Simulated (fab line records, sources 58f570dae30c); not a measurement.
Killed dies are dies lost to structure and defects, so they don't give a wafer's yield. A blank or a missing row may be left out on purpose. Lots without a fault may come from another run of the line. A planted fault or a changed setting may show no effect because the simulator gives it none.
Which tool did it? | flow berkeley_cmos170 | 14 lots, 42 wafers sampled, at 2 steps of a route of 331

WHAT THE GAUGES READ, wafer by wafer
UCB170_NVT_TW_MEAS_09.
lot  | measured     | on            | NVT_TW
L831 | day 6 14:16  | film_metro-01 | 531 529 525
L830 | day 6 14:31  | film_metro-01 | 530 531 532
L833 | day 7 06:49  | film_metro-04 | 528 526 531
L835 | day 7 18:36  | film_metro-04 | 529 530 532
L834 | day 7 18:53  | film_metro-01 | 533 533 533
L838 | day 8 03:04  | film_metro-04 | 526 525 522
L839 | day 8 12:44  | film_metro-04 | 522 524 522
L840 | day 8 12:50  | film_metro-04 | 524 527 522
L846 | day 10 09:46 | film_metro-01 | 478 479 478 478 479 479
L849 | day 10 10:02 | film_metro-01 | 536 533 533
L847 | day 10 10:04 | film_metro-04 | 471 470 470 473 467 471
L850 | day 10 16:53 | film_metro-02 | 527 532 533
L851 | day 10 17:08 | film_metro-01 | 535 535 533
L853 | day 11 14:40 | film_metro-01 | 535 534 534

WHICH TOOL RAN EACH LOT (tool, then ch and the chambers of the sampled wafers, then the start)
lot  | UCB170_NVT_IMPLANT_07
L831 | implanter-03 ch 0, day 6 14:01
L830 | implanter-01 ch 0, day 6 14:17
L833 | implanter-03 ch 0, day 7 06:34
L835 | implanter-03 ch 0, day 7 18:21
L834 | implanter-01 ch 0, day 7 18:40
L838 | implanter-02 ch 0, day 8 02:49
L839 | implanter-01 ch 0, day 8 12:31
L840 | implanter-02 ch 0, day 8 12:35
L846 | implanter-01 ch 0, day 10 09:31
L849 | implanter-03 ch 0, day 10 09:47
L847 | implanter-01 ch 0, day 10 09:49
L850 | implanter-02 ch 0, day 10 16:38
L851 | implanter-03 ch 0, day 10 16:54
L853 | implanter-02 ch 0, day 11 14:25
- UCB170_NVT_IMPLANT_07

WHAT THE TOOLS THEMSELVES READ (means of the sampled wafers that have a number; where no wafer has one, the mark that the record gives instead)
UCB170_NVT_IMPLANT_07.
lot  | tool         | beam_energy_keV | beam_on_s (s) | tilt_deg (degrees)
L831 | implanter-03 | 50.009          | 10.00         | 7.025
L830 | implanter-01 | 49.976          | 9.97          | 6.982
L833 | implanter-03 | 50.000          | 9.85          | 7.021
L835 | implanter-03 | 49.979          | 10.04         | 6.998
L834 | implanter-01 | 50.009          | 10.12         | 6.993
L838 | implanter-02 | 49.997          | 9.95          | 7.005
L839 | implanter-01 | 50.004          | 10.07         | 6.980
L840 | implanter-02 | 49.998          | 9.91          | 7.011
L846 | implanter-01 | 32.533          | 9.94          | 6.984
L849 | implanter-03 | 50.017          | 10.05         | 6.990
L847 | implanter-01 | 32.494          | 10.02         | 6.978
L850 | implanter-02 | 49.986          | 10.17         | 6.996
L851 | implanter-03 | 50.014          | 9.84          | 6.991
L853 | implanter-02 | 50.008          | 10.08         | 7.019

THE ANSWER, worked out from the rows above alone
Rule: what is usual is taken from the lots themselves. Put in order of their means at a reading, lots are off if they are a third of the lots or fewer, leave a main group of 4 or more, and stand apart from it by a gap of 3 or more times the standard deviation of the main group's means; of several such gaps the widest counts. A main group whose means are all the same, to the digits that the tables above print for the reading, isn't used. A lot without any number at a reading at which 4 lots or more have one is off too. The other lots that the step has rows for count as sound. The gauges are gone through in route order, then the tools' own readings, and for those a lot's mean is taken as printed above. The first step at which some lot is off is used, and at that step the reading that is off furthest; a lot without a number counts as furthest.
Off: L846, L847, at UCB170_NVT_TW_MEAS_09 (NVT_TW). The main group: mean 530, standard deviation 3.9.
A tool fits if, at a process step before that reading, it ran every lot that is off, and no sound lot after the first of them. The gauges at UCB170_NVT_TW_MEAS_09 aren't tried: what is off there is off at UCB170_NVT_IMPLANT_07 too, on other tools, and a gauge's error can't cause that. One fits: implanter-01 at UCB170_NVT_IMPLANT_07. Its last sound lot is L839 (day 8 12:31), its first lot that is off L846 (day 10 09:31): a fault that began between those two fits.
The tool's own readings at UCB170_NVT_IMPLANT_07 bear it out: on the lots that are off they differ by more than 5 times the standard deviation of the sound lots' means. beam_energy_keV reads 32.514 there against 50.000 on the sound lots.

WHAT THE SIMULATOR HAD PUT IN
Process parameter drift: implanter-01, from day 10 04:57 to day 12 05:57, at UCB170_NVT_IMPLANT_07. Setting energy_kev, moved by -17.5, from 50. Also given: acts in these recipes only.
Lots struck among those shown: L846, L847. The rule above found the same.
